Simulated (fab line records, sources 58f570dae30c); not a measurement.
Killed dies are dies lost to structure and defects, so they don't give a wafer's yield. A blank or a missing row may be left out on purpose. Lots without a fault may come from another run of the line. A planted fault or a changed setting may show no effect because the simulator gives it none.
A struck lot beside a sound one | flow berkeley_cmos170 | 14 steps out of a route of 331
Sound: wafers L849.1, L849.4, L849.6. Struck: wafer L857.6. (L857.2, L857.3 of the same lot were not struck and are left out.) The cause comes at the end.
At each step with rows: each side's tool, then ch and its chambers, then its first start. Under that, the readings that differ: sound wafers | struck wafers | difference of the means | sigmas: that difference in standard deviations of wafers without a fault.
alike: readings whose means differ by less than 2 such deviations, and words and numbers that are the same on both sides. not compared: withheld readings, readings that some wafer has no value for, bounds like >300 that may hide the same value, and numbers for which the record gives no deviation and whose values overlap.
The two part at a step that has a row with sigmas, a row that says differs or no value, or rows on one side only. Numbers that don't overlap but have no deviation are shown without sigmas and don't part them. A reading that every wafer of one side lacks parts them only if that side has two wafers or more.

UCB170_M1_SPUTTER_00: material Al, target thk 600 nm, time 80 s.
  sound on pvd_sputter-03, day 9 06:26; struck on pvd_sputter-03, day 11 08:27
  alike: throttle_valve_pct
UCB170_M1_RS_MEAS_01: measures by four-point-probe.
  sound on film_metro-04, day 9 06:29; struck on film_metro-03, day 11 08:32
  alike: M1_AL_RS
UCB170_M1_THK_MEAS_02: measures by xrf.
  sound on film_metro-04, day 9 06:37; struck on film_metro-03, day 11 08:38
  alike: M1_AL_THK
then, 6 steps without rows for these wafers: UCB170_M1_COAT_03; UCB170_M1_COAT_04 (resist thk 900 nm); UCB170_M1_SOFTBAKE_05 (time 60 s); UCB170_M1_EXPOSE_06 (exposes mask METAL1, target cd 700 nm); UCB170_M1_PEB_07; UCB170_M1_DEVELOP_08 (develop time 45 s).
UCB170_M1_CD_MEAS_09: target cd 700 nm.
  sound on cd_sem-01, day 9 07:31; struck on cd_sem-02, day 11 09:45
  alike: cd_nm
UCB170_M1_OVL_MEAS_10:
  sound on overlay-01, day 9 07:38; struck on overlay-02, day 11 09:51
  alike: M1_OVL
UCB170_M1_ETCH_11: etches BARC in N2/H2.
  sound on rie_diel-01 ch 0,1, day 9 07:40; struck on rie_diel-02 ch 1, day 11 09:53
  alike: drypump_motor_current_A, oes_product_au, throttle_valve_pct
UCB170_M1_METAL_ETCH_12: etches Al in Cl2/BCl3, stops on PSG, target depth 780 nm, time 130 s.
  sound on rie_metal-01 ch 0, day 9 07:43; struck on rie_metal-01 ch 1, day 11 09:55
  reading                             | sound             | struck | difference | sigmas
  oes_product_au (a.u.)               | 0.844 0.844 0.831 | 1.003  | +0.163     | +12
  run_length_s (s)                    | 158.3 158.1 157.7 | 108.5  | -49.5      | -45
  throttle_valve_pct (%)              | 24.60 24.59 24.59 | 24.07  | -0.52      | -2
  model.KrF_of_M1_COAT_04.thk_nm (nm) | 408 411.3 408.3   | 599.1  | +189.9     |
  model.M1.feature_depth_nm (nm)      | 648.4 645.4 629.6 | 490.4  | -150.7     |
  model.etch.depth_nm (nm)            | 607.8 605 588.8   | 490.4  | -110.1     |
  alike: drypump_motor_current_A
  not compared: rf_hours_counter_h
UCB170_M1_STRIP_13: strips in O2.
  sound on plasma_asher-02 ch 0,1, day 9 07:51; struck on plasma_asher-04 ch 0, day 11 10:04
  alike: drypump_motor_current_A, oes_product_au
  not compared: rf_hours_counter_h

WHERE THEY PART
Only at UCB170_M1_METAL_ETCH_12, within this record. Later steps at which nothing parts them and some readings are alike: UCB170_M1_STRIP_13.

WHY: what the simulator had put in
Process parameter drift: rie_metal-01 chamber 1, from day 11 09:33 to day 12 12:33, at UCB170_M1_METAL_ETCH_12. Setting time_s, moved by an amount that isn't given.
